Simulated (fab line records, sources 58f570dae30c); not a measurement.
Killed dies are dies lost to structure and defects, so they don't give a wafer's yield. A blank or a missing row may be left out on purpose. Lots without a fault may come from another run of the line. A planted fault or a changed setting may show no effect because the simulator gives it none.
Split-lot experiment | flow berkeley_cmos170 | 5 lots, 27 wafers read, on a route of 331 steps

THE SPLIT
At UCB170_FIELD_OXIDATION_01 (target thk 558.3 nm, ox time 7200 s), the setting ox_time_s was moved away from the recipe's 7200 s on 12 of the 27 wafers read, by -17.7% to +56.2%. The other wafers ran this setting at the recipe's value.

FROM THE SPLIT TO THE READING: what the file shows between them, 9 steps
- UCB170_FIELD_THK_MEAS_02
- UCB170_FIELD_ANNEAL_03: time 1200 s
- UCB170_FIELD_WET_ETCH_04: etches SiO2 in dHF, time 60 s
- UCB170_FIELD_WET_ETCH_05: etches Si3N4 in H3PO4, time 12600 s
- UCB170_FIELD_WET_ETCH_06: etches SiO2 in BOE, time 22 s
- UCB170_FIELD_THK_MEAS_90
- UCB170_SACOX_CLEAN_00: cleans in dHF, time 7.5 s
- UCB170_SACOX_OXIDATION_01: target thk 14.4 nm, ox time 2400 s
- UCB170_GATE_WET_ETCH_00: etches SiO2 in dHF, time 200 s

THE READING
FIELD_OXIDE_LEFT_2_THK, in nm, at UCB170_FIELD_THK_MEAS_91. Fault-free wafers of this fab line usually give 356 nm, standard deviation 9.3 nm.

wafer  | tool, chamber at the split | ox_time_s as run, s | against the recipe | FIELD_OXIDE_LEFT_2_THK, nm | against lot-mates on the recipe
L078.1 | -, -                       | 5928                | -17.7%             | 293                        | no lot-mate on the recipe
L078.2 | -, -                       | 5928                | -17.7%             | 296                        | no lot-mate on the recipe
L078.3 | -, -                       | 5928                | -17.7%             | 297                        | no lot-mate on the recipe
L078.4 | -, -                       | 5928                | -17.7%             | 300                        | no lot-mate on the recipe
L078.5 | -, -                       | 5928                | -17.7%             | 303                        | no lot-mate on the recipe
L078.6 | -, -                       | 5928                | -17.7%             | 299                        | no lot-mate on the recipe
L075.1 | -, -                       | 11250               | +56.2%             | 546                        | no lot-mate on the recipe
L075.2 | -, -                       | 11250               | +56.2%             | 542                        | no lot-mate on the recipe
L075.3 | -, -                       | 11250               | +56.2%             | 541                        | no lot-mate on the recipe
L075.4 | -, -                       | 11250               | +56.2%             | 549                        | no lot-mate on the recipe
L075.5 | -, -                       | 11250               | +56.2%             | 536                        | no lot-mate on the recipe
L075.6 | -, -                       | 11250               | +56.2%             | 539                        | no lot-mate on the recipe
L079.1 | -, -                       | 7200                | recipe             | 347                        | -
L079.2 | -, -                       | 7200                | recipe             | 335                        | -
L079.3 | -, -                       | 7200                | recipe             | 341                        | -
L079.4 | -, -                       | 7200                | recipe             | 345                        | -
L079.5 | -, -                       | 7200                | recipe             | 336                        | -
L079.6 | -, -                       | 7200                | recipe             | 340                        | -
L081.1 | -, -                       | 7200                | recipe             | 360                        | -
L081.2 | -, -                       | 7200                | recipe             | 362                        | -
L081.3 | -, -                       | 7200                | recipe             | 355                        | -
L081.4 | -, -                       | 7200                | recipe             | 351                        | -
L081.5 | -, -                       | 7200                | recipe             | 363                        | -
L081.6 | -, -                       | 7200                | recipe             | 358                        | -
L082.1 | furnace-02, 0              | 7200                | recipe             | 353                        | -
L082.2 | furnace-02, 0              | 7200                | recipe             | 356                        | -
L082.3 | furnace-02, 0              | 7200                | recipe             | 351                        | -

THE FIT
A straight line over all 27 wafers: FIELD_OXIDE_LEFT_2_THK changes by +3.35 nm for each +1% of ox_time_s; r = +1.00; the points scatter about the line by 7.9 nm.
Too few moved wafers have a lot-mate on the recipe to fit a line with each lot's own level taken away.

THE WHOLE CHAIN: every reading that the file lists as answering this split, in the file's order
step                      | what it does                        | reading                                                                            | change (the file's fit)              | r (the file's)
UCB170_FIELD_OXIDATION_01 | target thk 558.3 nm, ox time 7200 s | SiO2_of_FIELD_OXIDATION_01.thk_nm (the simulator's own value, which no gauge read) | +3.33 nm for each +1% of the setting | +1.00
UCB170_FIELD_THK_MEAS_02  |                                     | FIELD_OXIDE_THK                                                                    | +3.33 for each +1% of the setting    | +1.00
UCB170_FIELD_WET_ETCH_05  | etches Si3N4 in H3PO4, time 12600 s | SiO2_of_FIELD_OXIDATION_01.thk_nm (the simulator's own value, which no gauge read) | +3.35 nm for each +1% of the setting | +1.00
UCB170_FIELD_THK_MEAS_90  |                                     | FIELD_OXIDE_LEFT_1_THK                                                             | +3.34 for each +1% of the setting    | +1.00
UCB170_FIELD_THK_MEAS_91  |                                     | FIELD_OXIDE_LEFT_2_THK                                                             | +3.35 for each +1% of the setting    | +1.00

THE FILE'S OWN FIT
FIELD_OXIDE_LEFT_2_THK changes by +3.35 nm for each +1% of ox_time_s, r = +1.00.
